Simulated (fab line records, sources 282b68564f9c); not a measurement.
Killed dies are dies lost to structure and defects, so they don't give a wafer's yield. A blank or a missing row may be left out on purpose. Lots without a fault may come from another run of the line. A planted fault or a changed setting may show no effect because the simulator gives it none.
A struck lot beside a sound one | flow rit_cmos | 27 steps out of a route of 202
Sound: wafers L931.2, L931.3, L931.5. Struck: wafers L919.1, L919.2, L919.5. The cause comes at the end.
At each step with rows: each side's tool, then ch and its chambers, then its first start. Under that, the readings that differ: sound wafers | struck wafers | difference of the means | sigmas: that difference in standard deviations of wafers without a fault.
alike: readings whose means differ by less than 2 such deviations, and words and numbers that are the same on both sides. not compared: withheld readings, readings that some wafer has no value for, bounds like >300 that may hide the same value, and numbers for which the record gives no deviation and whose values overlap.
The two part at a step that has a row with sigmas, a row that says differs or no value, or rows on one side only. Numbers that don't overlap but have no deviation are shown without sigmas and don't part them. A reading that every wafer of one side lacks parts them only if that side has two wafers or more.

RIT_ACTIVE_BOW_MEAS_00:
  sound on film_metro-04, day 5 04:01; struck on film_metro-02, day 2 16:00
  alike: INCOMING_BOW
then, 1 step without rows for these wafers: RIT_ACTIVE_OXIDATION_01 (target thk 46.8 nm, ox time 3360 s).
RIT_ACTIVE_THK_MEAS_02:
  sound on film_metro-02, day 5 06:21; struck on film_metro-02, day 2 18:03
  alike: ACTIVE_OXIDE_THK
RIT_ACTIVE_CVD_03: deposits Si3N4 from SiH2Cl2/NH3, target thk 150 nm, time 1500 s.
  sound on lpcvd-01 ch 1, day 5 06:24; struck on lpcvd-01 ch 0, day 2 18:07
  reading                                  | sound             | struck            | difference | sigmas
  spike_tc_centre_C (C)                    | 813.5 813.1 814.3 | 825.4 825.4 824.8 | +11.6      | +9
  spike_tc_load_C (C)                      | 831.5 831.8 832.8 | 847.5 846.8 847.5 | +15.2      | +7
  spike_tc_source_C (C)                    | 829 828 828       | 850 851 849       | +22        | +6
  model.Si3N4_of_ACTIVE_CVD_03.thk_nm (nm) | 148.2 146.5 147.1 | 182.9 182.6 182.6 | +35.4      |
RIT_ACTIVE_THK_MEAS_04:
  sound on film_metro-04, day 5 07:49; struck on film_metro-03, day 2 19:32
  reading                 | sound             | struck            | difference | sigmas
  ACTIVE_NITRIDE_THK (nm) | 148.2 146.5 147.0 | 182.7 182.6 182.5 | +35.4      | +24
then, 6 steps without rows for these wafers: RIT_ACTIVE_HMDS_05 (prime time 60 s); RIT_ACTIVE_COAT_06 (resist thk 984.1 nm); RIT_ACTIVE_SOFTBAKE_07 (time 60 s); RIT_ACTIVE_EXPOSE_08 (exposes mask M1, target cd 1400 nm); RIT_ACTIVE_PEB_09; RIT_ACTIVE_DEVELOP_10 (develop time 51.79 s).
RIT_ACTIVE_CD_MEAS_11: target cd 1400 nm.
  sound on cd_sem-01, day 5 08:52; struck on cd_sem-02, day 2 20:40
  alike: cd_nm
then, 1 step without rows for these wafers: RIT_ACTIVE_HARDBAKE_12 (time 60 s).
RIT_ACTIVE_ETCH_13: etches Si3N4 in SF6, stops on SiO2, time 210 s, target depth 210 nm.
  sound on rie_diel-02 ch 1,2, day 5 09:07; struck on rie_diel-04 ch 0,2, day 2 20:56
  reading                            | sound             | struck            | difference | sigmas
  oes_product_au (a.u.)              | 0.825 0.811 0.816 | 0.895 0.909 0.919 | +0.090     | +8
  model.etch.depth_nm (nm)           | 148.2 146.5 147.1 | 182.9 182.6 182.6 | +35.4      |
  model.ACTIVE.feature_depth_nm (nm) | 148.2 146.5 147.1 | 184 184.3 184.3   | +37        |
  alike: drypump_motor_current_A, throttle_valve_pct
  not compared: rf_hours_counter_h
RIT_ACTIVE_STRIP_14: strips in O2, time 180 s.
  sound on plasma_asher-04 ch 1, day 5 09:15; struck on plasma_asher-04 ch 0,1, day 2 21:04
  alike: drypump_motor_current_A
  not compared: rf_hours_counter_h
RIT_ACTIVE_CD_MEAS_90: target cd 1400 nm.
  sound on cd_sem-01, day 5 09:27; struck on cd_sem-02, day 2 21:14
  alike: cd_nm
then, 4 steps without rows for these wafers: RIT_ACTIVE_CLEAN_15 (cleans in SC1, time 600 s); RIT_ACTIVE_CLEAN_16 (cleans in dHF, time 30 s); RIT_ACTIVE_CLEAN_17 (cleans in SC2, time 600 s); RIT_FOX1_OXIDATION_00 (target thk 350.7 nm, ox time 1130 s).
RIT_FOX1_THK_MEAS_01:
  sound on film_metro-01, day 5 12:46; struck on film_metro-01, day 2 23:52
  alike: FOX1_OXIDE_THK
then, 2 steps without rows for these wafers: RIT_FOX1_WET_ETCH_02 (etches SiO2 in BOE, target depth 350 nm, time 390 s); RIT_FOX2_OXIDATION_00 (target thk 350.7 nm, ox time 1130 s).
RIT_FOX2_THK_MEAS_01:
  sound on film_metro-03, day 5 14:16; struck on film_metro-01, day 3 01:25
  alike: FOX2_OXIDE_THK
RIT_FOX2_CLEAN_02: cleans in dHF, time 180 s.
  sound on wet_bench-02 ch 2, day 5 14:19; struck on wet_bench-02 ch 1, day 3 01:29
  reading                                  | sound           | struck            | difference | sigmas
  model.Si3N4_of_ACTIVE_CVD_03.thk_nm (nm) | 129 127.3 127.9 | 163.7 163.4 163.4 | +35.4      |
then, 1 step without rows for these wafers: RIT_FOX2_WET_ETCH_03 (etches Si3N4 in H3PO4, target depth 195 nm, time 2700 s).
RIT_M1_PROBE_99:
  sound on prober-02, day 7 07:37; struck on prober-02, day 4 19:47
  reading                             | sound          | struck         | difference | sigmas
  killed_at_M0_to_M3                  | 0 0 0          | 0 1 0          | +0         | +3
  killed_at_contacts                  | 0 0 0          | 1 0 0          | +0         | +2
  model.etest.pldd.width_nm (nm)      | 3198 3158 3163 | 3212 3223 3231 | +49        |
  model.etest.nldd.width_nm (nm)      | 3190 3170 3161 | 3211 3218 3231 | +46        |
  model.etest.pplus_sal.width_nm (nm) | 3466 3434 3466 | 3489 3483 3480 | +29        |
  alike: killed_at_front_end, killed_dies, killed_open, killed_short
  not compared: model.etest.nplus_sal.width_nm

WHERE THEY PART
First at RIT_ACTIVE_CVD_03; last, within this record, at RIT_M1_PROBE_99.

WHY: what the simulator had put in
Process parameter drift: lpcvd-01, from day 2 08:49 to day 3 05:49, at RIT_ACTIVE_CVD_03. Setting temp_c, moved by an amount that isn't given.
